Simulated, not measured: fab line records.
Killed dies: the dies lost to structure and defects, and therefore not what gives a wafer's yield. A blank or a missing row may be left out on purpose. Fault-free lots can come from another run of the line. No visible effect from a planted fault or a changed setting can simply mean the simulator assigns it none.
fab line records	flow berkeleyCmos170
record: lots: 14	wafers: 42	lastDay: 12
route steps=331 shown GATE@143 SPACER@171 V1@254 M3@328
lots that met no fault: taken from a fault-free run of the same line
startH: hours from the record's first day to the start of the lot's first wafer shown	waitH: hours elapsed since this lot's preceding step	" the same as in the row above	L1.1+2: several wafers, shown together as one row	- either no value or no given start	* or withheld: withheld	< > ~ a bound
route shown NAME@n: names a module that has steps shown in the file, with the first one's number in the route	usual: mean and standard deviation over wafers with no fault	same: alike in all rows	chamber/n: place in a boat	sites: readings site by site	_std_site: the standard deviation of these	_edge_site: the outer-site mean with the inner-site mean subtracted	radiusMm: for every site, how far away it sits from the centre of the wafer	mask NAME#n: copy n	behind: the most recent tool/chamber to have shaped the wafer	hold: why the lot went on hold/how many hours it stayed there/how the hold came to an end	device: the n, p or np transistor that did not switch	end of line: tests run on the same wafers once the route is complete	a step with no rows: only its recipe	killed: not the wafer's yield, but the dies lost to structure and defects at the first sort	map: the dies of a wafer, with x for killed, . for not killed, _ for no die there
set.NAME: setting as actually run; set.NAME@STEP: the setting as run at that earlier step	model.NAME: the simulator's own value behind a step, which no gauge read
a sample of lots followed through the steps of the route, with each step as a table and each wafer as a row
services: from which hour (startH, from the record's first day; less than 0 if before it) a tool's chamber was out of use, for how many hours, and why
== steps ==
step: UCB170_GATE_CD_MEAS_90
recipe: targetCdNm: 350
usual: cdNm: 349.9/1.5
lot.wafer	tool	chamber	startH	waitH	cdNm
L299.2	cdSem-01	-	119.95	0.1	348.3
L299.3	"	-	"	"	349.5
L299.5	"	-	"	"	350.4
L298.2	cdSem-02	-	120.07	0.1	347.8
L298.3	"	-	"	"	349.7
L298.5	"	-	"	"	350.9
L300.2	cdSem-01	-	135.50	0.1	350.4
L300.4	"	-	"	"	348.6
L300.6	"	-	"	"	348.5
L302.1	cdSem-01	-	148.74	0.1	349.7
L302.2	"	-	"	"	347.6
L302.5	"	-	"	"	348.2
L303.1	cdSem-01	-	149.30	0.1	349.6
L303.4	"	-	"	"	349.8
L303.5	"	-	"	"	347.6
L307.1	cdSem-02	-	174.76	0.1	351.2
L307.3	"	-	"	"	352.7
L307.6	"	-	"	"	350.5
L306.1	cdSem-01	-	174.88	0.1	348.8
L306.3	"	-	"	"	347.4
L306.5	"	-	"	"	348.0
L308.1	cdSem-01	-	183.19	0.1	350.7
L308.2	"	-	"	"	350.2
L308.3	"	-	"	"	351.3
L309.1	cdSem-01	-	183.45	0.1	349.0
L309.2	"	-	"	"	346.7
L309.5	"	-	"	"	346.7
L312.1	cdSem-02	-	190.32	0.1	350.9
L312.2	"	-	"	"	351.3
L312.3	"	-	"	"	352.3
L315.2	cdSem-01	-	208.52	0.1	350.8
L315.3	"	-	"	"	351.6
L315.6	"	-	"	"	349.4
L316.2	cdSem-02	-	225.71	0.1	348.2
L316.3	"	-	"	"	349.0
L316.6	"	-	"	"	349.9
L318.2	cdSem-02	-	235.86	0.2	350.2
L318.3	"	-	"	"	350.3
L318.6	"	-	"	"	350.8
L320.3	cdSem-02	-	250.08	0.2	350.3
L320.4	"	-	"	"	352.2
L320.5	"	-	"	"	351.8
step: UCB170_SPACER_CVD_00
recipe: material: SiO2	targetThkNm: 376	tempC: 390	precursor: TEOS/O2	timeS: 47	rfW: 550	pressureMtorr: 9000
usual: heaterPowerW: 260/54
lot.wafer	tool	chamber	startH	waitH	heaterPowerW
L299.2	pecvd-02	2	124.28	0.0	344
L299.3	"	1	"	"	297
L299.5	"	2	"	"	237
L298.2	pecvd-04	2	125.00	0.0	235
L298.3	"	0	"	"	289
L298.5	"	1	"	"	247
L300.2	pecvd-01	2	139.58	0.0	293
L300.4	"	2	"	"	302
L300.6	"	0	"	"	167
L302.1	pecvd-04	1	152.82	0.0	206
L302.2	"	2	"	"	177
L302.5	"	0	"	"	291
L303.1	pecvd-04	0	153.50	0.0	295
L303.4	"	2	"	"	211
L303.5	"	0	"	"	290
L307.1	pecvd-02	1	178.92	0.0	303
L307.3	"	0	"	"	178
L307.6	"	0	"	"	189
L306.1	pecvd-04	1	179.13	0.0	260
L306.3	"	2	"	"	244
L306.5	"	2	"	"	253
L308.1	pecvd-02	1	187.26	0.0	311
L308.2	"	0	"	"	137
L308.3	"	2	"	"	246
L309.1	pecvd-01	1	187.61	0.0	288
L309.2	"	0	"	"	195
L309.5	"	0	"	"	211
L312.1	pecvd-04	2	194.97	0.0	223
L312.2	"	1	"	"	252
L312.3	"	0	"	"	324
L315.2	pecvd-01	0	214.11	0.0	194
L315.3	"	0	"	"	209
L315.6	"	0	"	"	224
L316.2	pecvd-01	2	229.91	0.0	259
L316.3	"	0	"	"	238
L316.6	"	0	"	"	238
L318.2	pecvd-01	1	240.24	0.0	284
L318.3	"	0	"	"	181
L318.6	"	2	"	"	315
L320.3	pecvd-02	0	255.20	0.0	187
L320.4	"	1	"	"	300
L320.5	"	0	"	"	195
step: UCB170_SPACER_THK_MEAS_01
recipe: reads: SiO2_of_SPACER_CVD_00
usual: SPACER_TEOS_THK: 378/4.8
lot.wafer	tool	chamber	startH	waitH	SPACER_TEOS_THK[nm]
L299.2	filmMetro-02	-	124.33	0.0	372
L299.3	"	-	"	"	368
L299.5	"	-	"	"	379
L298.2	filmMetro-02	-	125.06	0.0	378
L298.3	"	-	"	"	376
L298.5	"	-	"	"	378
L300.2	filmMetro-01	-	139.63	0.0	372
L300.4	"	-	"	"	380
L300.6	"	-	"	"	381
L302.1	filmMetro-03	-	152.87	0.0	383
L302.2	"	-	"	"	382
L302.5	"	-	"	"	385
L303.1	filmMetro-03	-	153.54	0.0	378
L303.4	"	-	"	"	376
L303.5	"	-	"	"	383
L307.1	filmMetro-01	-	178.96	0.0	515
L307.3	"	-	"	"	520
L307.6	"	-	"	"	524
L306.1	filmMetro-02	-	179.17	0.0	378
L306.3	"	-	"	"	369
L306.5	"	-	"	"	378
L308.1	filmMetro-02	-	187.31	0.0	518
L308.2	"	-	"	"	518
L308.3	"	-	"	"	521
L309.1	filmMetro-01	-	187.66	0.0	373
L309.2	"	-	"	"	380
L309.5	"	-	"	"	385
L312.1	filmMetro-02	-	195.01	0.0	371
L312.2	"	-	"	"	382
L312.3	"	-	"	"	377
L315.2	filmMetro-01	-	214.19	0.1	379
L315.3	"	-	"	"	383
L315.6	"	-	"	"	382
L316.2	filmMetro-01	-	229.96	0.0	367
L316.3	"	-	"	"	373
L316.6	"	-	"	"	380
L318.2	filmMetro-02	-	240.30	0.0	370
L318.3	"	-	"	"	379
L318.6	"	-	"	"	378
L320.3	filmMetro-02	-	255.26	0.0	373
L320.4	"	-	"	"	377
L320.5	"	-	"	"	381
step: UCB170_SPACER_ETCHBACK_03
recipe: stopOn: Si	target: SiO2	chemistry: CHF3/CF4/Ar	CHF3_flow_sccm: 50	cf4FlowSccm: 10	Ar_flow_sccm: 120	pressureMtorr: 200	rfW: 500	targetDepthA: 3760	timeS: 100
usual: drypumpMotorCurrentA: 5.9/0.53	oesProductAu: 0.902/0.013	throttleValvePct: 6.48/0.13
lot.wafer	tool	chamber	startH	waitH	drypumpMotorCurrentA	oesProductAu	rfHoursCounterH	throttleValvePct
L298.2	rieDiel-01	0	128.16	0.0	5.8	0.910	145	6.43
L298.3	"	3	"	"	5.4	0.919	102	6.55
L298.5	"	0	"	"	5.8	0.911	-	6.42
L299.2	rieDiel-03	0	128.16	0.0	6.3	0.893	123	6.53
L299.3	"	3	"	"	6.5	0.892	97	6.62
L299.5	"	3	"	"	6.5	0.904	-	6.63
L300.2	rieDiel-04	1	145.38	0.0	5.8	0.883	6	6.27
L300.4	"	1	"	"	5.8	0.897	-	6.28
L300.6	"	0	"	"	6.4	0.910	-	6.70
L302.1	rieDiel-04	3	156.40	0.0	5.9	0.898	2	6.45
L302.2	"	1	"	"	5.8	0.907	6	6.27
L302.5	"	2	"	"	4.7	0.908	-	6.42
L303.1	rieDiel-01	1	156.40	0.0	6.2	0.903	10	6.36
L303.4	"	3	"	"	5.4	0.909	103	6.54
L303.5	"	0	"	"	5.8	0.921	-	6.43
L306.1	rieDiel-04	3	183.40	0.0	5.9	0.897	3	6.44
L306.3	"	0	"	"	6.4	0.899	32	6.72
L306.5	"	1	"	"	5.8	0.897	-	6.28
L307.1	rieDiel-03	1	183.40	0.0	6.1	1.014	74	6.41
L307.3	"	3	"	"	6.5	1.022	99	6.64
L307.6	"	0	"	"	6.3	1.027	-	6.55
L308.1	rieDiel-04	1	190.40	0.0	5.8	1.006	8	6.27
L308.2	"	2	"	"	4.7	1.010	4	6.44
L308.3	"	0	"	"	6.4	1.035	33	6.71
L309.1	rieDiel-01	3	190.40	0.0	5.4	0.911	105	6.55
L309.2	"	1	"	"	6.2	0.904	11	6.36
L309.5	"	1	"	"	6.2	0.917	-	6.37
L312.1	rieDiel-03	2	198.69	0.0	5.2	0.879	3	6.66
L312.2	"	3	"	"	6.5	0.922	100	6.62
L312.3	"	1	"	"	6.1	0.900	74	6.39
L315.2	rieDiel-04	1	220.40	0.0	5.8	0.901	9	6.27
L315.3	"	0	"	"	6.4	0.923	34	6.73
L315.6	"	1	"	"	5.8	0.903	-	6.25
L316.2	rieDiel-01	0	235.86	0.0	5.9	0.888	0	6.43
L316.3	"	3	"	"	5.4	0.911	107	6.53
L316.6	"	0	"	"	5.9	0.914	-	6.41
L318.2	rieDiel-04	0	243.19	0.0	6.4	0.899	35	6.72
L318.3	"	1	"	"	5.8	0.899	10	6.26
L318.6	"	3	"	"	5.9	0.899	-	6.45
L320.3	rieDiel-04	1	258.22	0.0	5.8	0.884	10	6.27
L320.4	"	2	"	"	4.7	0.888	6	6.42
L320.5	"	3	"	"	5.9	0.913	-	6.46
step: UCB170_V1_CVD_00
recipe: material: SiO2	targetThkNm: 2000	tempC: 390	precursor: TEOS/O2	timeS: 250	rfW: 550	pressureMtorr: 9000
usual: heaterPowerW: 231/54
lot.wafer	tool	chamber	startH	waitH	heaterPowerW
L299.2	pecvd-03	1	147.54	0.0	132
L299.3	"	2	"	"	287
L299.5	"	0	"	"	133
L298.2	pecvd-01	2	147.69	0.2	274
L298.3	"	1	"	"	320
L298.5	"	1	"	"	241
L300.2	pecvd-04	0	163.81	0.0	234
L300.4	"	0	"	"	303
L300.6	"	2	"	"	171
L302.1	pecvd-03	2	178.24	0.0	254
L302.2	"	0	"	"	161
L302.5	"	2	"	"	211
L303.1	pecvd-04	1	178.24	0.0	251
L303.4	"	2	"	"	248
L303.5	"	0	"	"	323
L306.1	pecvd-03	2	200.02	0.0	210
L306.3	"	1	"	"	177
L306.5	"	2	"	"	283
L309.1	pecvd-04	0	209.18	0.0	263
L309.2	"	2	"	"	206
L309.5	"	1	"	"	256
L312.1	pecvd-04	1	217.18	0.0	249
L312.2	"	0	"	"	327
L312.3	"	2	"	"	241
L315.2	pecvd-03	1	237.33	0.0	190
L315.3	"	0	"	"	177
L315.6	"	0	"	"	135
L316.2	pecvd-04	0	249.77	0.0	305
L316.3	"	2	"	"	244
L316.6	"	2	"	"	167
L318.2	pecvd-01	0	264.57	0.0	182
L318.3	"	1	"	"	257
L318.6	"	0	"	"	248
L320.3	pecvd-01	0	277.47	0.0	231
L320.4	"	0	"	"	177
L320.5	"	1	"	"	249
step: UCB170_M3_STRIP_19
recipe: chemistry: O2	powerW: 400	pressureMtorr: 3500	platenTempC: withheld	o2FlowSccm: 400	overashFraction: 0.5
usual: drypumpMotorCurrentA: 5.6/0.4	oesProductAu: 0.549/0.011
lot.wafer	tool	chamber	startH	waitH	drypumpMotorCurrentA	oesProductAu	rfHoursCounterH
L298.2	plasmaAsher-02	0	159.89	0.1	6.5	0.541	52
L298.3	"	1	"	"	5.8	0.543	-
L298.5	"	1	"	"	5.8	0.551	-
L299.2	plasmaAsher-04	0	159.91	0.2	5.3	0.565	41
L299.3	"	0	"	"	5.3	0.556	-
L299.5	"	1	"	"	5.5	0.562	-
L300.2	plasmaAsher-04	1	174.33	0.1	5.5	0.545	42
L300.4	"	1	"	"	5.5	0.548	-
L300.6	"	1	"	"	5.5	0.542	-
L302.1	plasmaAsher-04	0	188.14	0.1	5.3	0.567	43
L302.2	"	1	"	"	5.5	0.524	43
L302.5	"	1	"	"	5.5	0.534	-
L303.1	plasmaAsher-01	0	189.27	0.1	5.4	0.551	6
L303.4	"	1	"	"	5.2	0.544	-
L303.5	"	0	"	"	5.5	0.543	-
L306.1	plasmaAsher-04	0	214.59	0.1	5.4	0.536	46
L306.3	"	1	"	"	5.5	0.537	-
L306.5	"	0	"	"	5.4	0.542	-
L309.1	plasmaAsher-02	0	220.55	0.1	6.5	0.536	59
L309.2	"	1	"	"	5.8	0.568	59
L309.5	"	0	"	"	6.5	0.566	-
L312.1	plasmaAsher-04	0	226.68	0.1	5.4	0.559	47
L312.2	"	1	"	"	5.5	0.557	47
L312.3	"	1	"	"	5.4	0.556	-
L315.2	plasmaAsher-02	0	248.03	0.1	6.5	0.545	61
L315.3	"	1	"	"	5.8	0.534	-
L315.6	"	1	"	"	5.8	0.546	-
L316.2	plasmaAsher-02	0	260.09	0.1	6.5	0.565	63
L316.3	"	1	"	"	5.8	0.554	-
L316.6	"	1	"	"	5.8	0.553	-
L318.2	plasmaAsher-01	0	277.70	0.1	5.5	0.549	16
L318.3	"	1	"	"	5.2	0.535	-
L318.6	"	0	"	"	5.5	0.535	-
L320.3	plasmaAsher-01	0	287.97	0.1	5.4	0.539	-
L320.4	"	1	"	"	5.2	0.561	-
L320.5	"	1	"	"	5.2	0.566	-
== services ==
tool	chamber	startH	hours	kind
plasmaAsher-01	-	108.75	9.0	pm
rieDiel-04	2	112.64	2.5	repair
rieDiel-03	-	130.47	2.8	pm
pecvd-04	-	135.50	14.0	pm
pecvd-04	-	138.47	1.4	repair
rieDiel-04	2	142.40	5.3	repair
rieDiel-01	1	146.10	6.0	repair
pecvd-03	2	148.09	12.5	repair
rieDiel-03	2	149.59	6.0	repair
rieDiel-04	-	149.81	0.8	repair
plasmaAsher-01	-	160.74	2.9	repair
pecvd-04	-	181.85	0.7	repair
plasmaAsher-01	-	182.52	1.3	repair
rieDiel-01	0	202.50	2.2	repair
pecvd-04	-	203.39	4.4	repair
pecvd-01	-	204.21	1.2	repair
pecvd-01	2	204.37	10.6	repair
rieDiel-03	1	219.76	10.5	repair
rieDiel-04	2	223.90	8.4	repair
pecvd-03	-	242.60	14.0	pm
plasmaAsher-04	-	246.77	4.5	repair
plasmaAsher-02	-	266.27	1.8	repair
rieDiel-04	1	267.31	4.9	repair
pecvd-04	1	280.13	4.4	repair
== key ==
firstSign: step: UCB170_SPACER_THK_MEAS_01	reading: SPACER_TEOS_THK	direction: up	sigmas: 29	usual: 378	struck: 519
effect: step: UCB170_SPACER_ETCHBACK_03	reading: oesProductAu	direction: up	sigmas: 9	usual: 0.902	struck: 1.019
metAt UCB170_SPACER_CVD_00
struckLots L307,L308
laterRowsLeftOut L307.1,L307.3,L307.6,L308.1,L308.2,L308.3
sortLeftOut L307.1,L307.3,L307.6,L308.1,L308.2,L308.3
testerLeftOut L307,L308
notActingAt UCB170_GATE_CD_MEAS_90,UCB170_V1_CVD_00,UCB170_M3_STRIP_19
onsetBetween 124.28 178.92
fault: kind: processParameterDrift	tool: pecvd-02	chamber: -	onsetH: 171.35	steps: UCB170_SPACER_CVD_00	channel: targetThkNm	offset: 144.01	shape: step	endH: 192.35	actsIn: theseRecipesOnly	stated: 376
testerLeftOut: of these lots the tester's yield and bins aren't shown, on N5 and GAA mostly nor the transistor test; their killed dies are dies lost to structure and defects alone, not to doping, threshold or leakage, so they don't give the yield
sortLeftOut: the simulated sort isn't trusted on such a fault, so these wafers' sort isn't shown, and their yield isn't known
laterRowsLeftOut: the simulator's readings of these wafers behind a module that went badly wrong aren't trusted and aren't shown, but for the sort
